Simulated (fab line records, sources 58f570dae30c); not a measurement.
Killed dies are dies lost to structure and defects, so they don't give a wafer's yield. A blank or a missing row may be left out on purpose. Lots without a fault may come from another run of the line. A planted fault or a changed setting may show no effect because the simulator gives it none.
Tool commonality check | flow berkeley_cmos170 | 14 lots, 42 wafers sampled

WHY IT WAS OPENED
At UCB170_WELLDRIVE_THK_MEAS_02 the reading WELLDRIVE_OXIDE_THK is flagged on 2 of 14 lots. Wafers without a fault read 199 nm, standard deviation 3.9.
Rule: a lot is flagged when every wafer of it that has a number lies more than 4 standard deviations from that mean, or none has a number. The other lots count as sound.

lot  | measured    | on            | WELLDRIVE_OXIDE_THK (nm), wafer by wafer | flag
L679 | day 3 08:22 | film_metro-03 | 193 195 200                              |
L680 | day 3 18:38 | film_metro-04 | 194 193 195                              |
L681 | day 3 18:38 | film_metro-01 | 201 203 201                              |
L683 | day 4 07:58 | film_metro-04 | 199 202 200                              |
L684 | day 4 13:34 | film_metro-01 | 197 196 196                              |
L686 | day 4 18:38 | film_metro-04 | 202 201 199                              |
L685 | day 5 05:22 | film_metro-04 | 201 204 202                              |
L687 | day 5 08:52 | film_metro-03 | 200 201 204                              |
L688 | day 5 15:16 | film_metro-01 | 202 201 198                              |
L690 | day 5 15:16 | film_metro-04 | 199 197 199                              |
L694 | day 6 22:54 | film_metro-03 | 182 182 180                              | FLAGGED
L695 | day 6 22:55 | film_metro-01 | 175 177 176                              | FLAGGED
L698 | day 7 10:17 | film_metro-04 | 200 198 198                              |
L702 | day 8 08:44 | film_metro-03 | 201 199 200                              |
The numbers of the flagged lots are 179 nm on average: -20 nm against the usual, or -5 standard deviations.

WHICH TOOL RAN EACH LOT
The record holds 1 process step before the reading, out of a route of 331 steps. In each cell: the tool, then ch and the chambers that the sampled wafers went through, then the start.
lot  | flag    | UCB170_WELLDRIVE_OXIDATION_01
L679 |         | furnace-03 ch 0, day 3 04:51
L680 |         | furnace-03 ch 0, day 3 15:08
L681 |         | furnace-03 ch 0, day 3 15:08
L683 |         | furnace-02 ch 0, day 4 04:28
L684 |         | furnace-01 ch 0, day 4 10:04
L686 |         | furnace-03 ch 0, day 4 15:00
L685 |         | furnace-01 ch 0, day 5 01:51
L687 |         | furnace-01 ch 0, day 5 05:21
L688 |         | furnace-01 ch 0, day 5 11:46
L690 |         | furnace-01 ch 0, day 5 11:46
L694 | FLAGGED | furnace-01 ch 0, day 6 19:24
L695 | FLAGGED | furnace-01 ch 0, day 6 19:24
L698 |         | furnace-03 ch 0, day 7 06:47
L702 |         | furnace-02 ch 0, day 8 05:14
What these steps do:
- UCB170_WELLDRIVE_OXIDATION_01: target thk 199 nm, ox time 9000 s.
- UCB170_WELLDRIVE_THK_MEAS_02

FLAGGED OVER TOTAL, TOOL BY TOOL (the gauges that took the reading come last)
step                          | tool          | lots run | flagged | share of the flagged lots | sound lots run after its first flagged lot
UCB170_WELLDRIVE_OXIDATION_01 | furnace-01    | 7        | 2       | all                       | 0
UCB170_WELLDRIVE_OXIDATION_01 | furnace-02    | 2        | 0       | none                      | -
UCB170_WELLDRIVE_OXIDATION_01 | furnace-03    | 5        | 0       | none                      | -
UCB170_WELLDRIVE_THK_MEAS_02  | film_metro-01 | 4        | 1       | some                      | 0
UCB170_WELLDRIVE_THK_MEAS_02  | film_metro-03 | 4        | 1       | some                      | 1 (L702)
UCB170_WELLDRIVE_THK_MEAS_02  | film_metro-04 | 6        | 0       | none                      | -

WHAT THE TABLE ALLOWS
1 row of the table ran every flagged lot: furnace-01 at UCB170_WELLDRIVE_OXIDATION_01.
- furnace-01 at UCB170_WELLDRIVE_OXIDATION_01: 2 of its 7 lots flagged. Its last sound lot is L688 (day 5 11:46), its first flagged lot L694 (day 6 19:24): a fault that began between those two fits.
One tool is left: furnace-01 at UCB170_WELLDRIVE_OXIDATION_01.

WHAT THE SIMULATOR HAD PUT IN
Process parameter drift: furnace-01, from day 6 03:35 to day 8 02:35, at UCB170_WELLDRIVE_OXIDATION_01. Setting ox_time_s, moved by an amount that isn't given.
Lots struck among those shown: L694, L695. The rule above found the same.
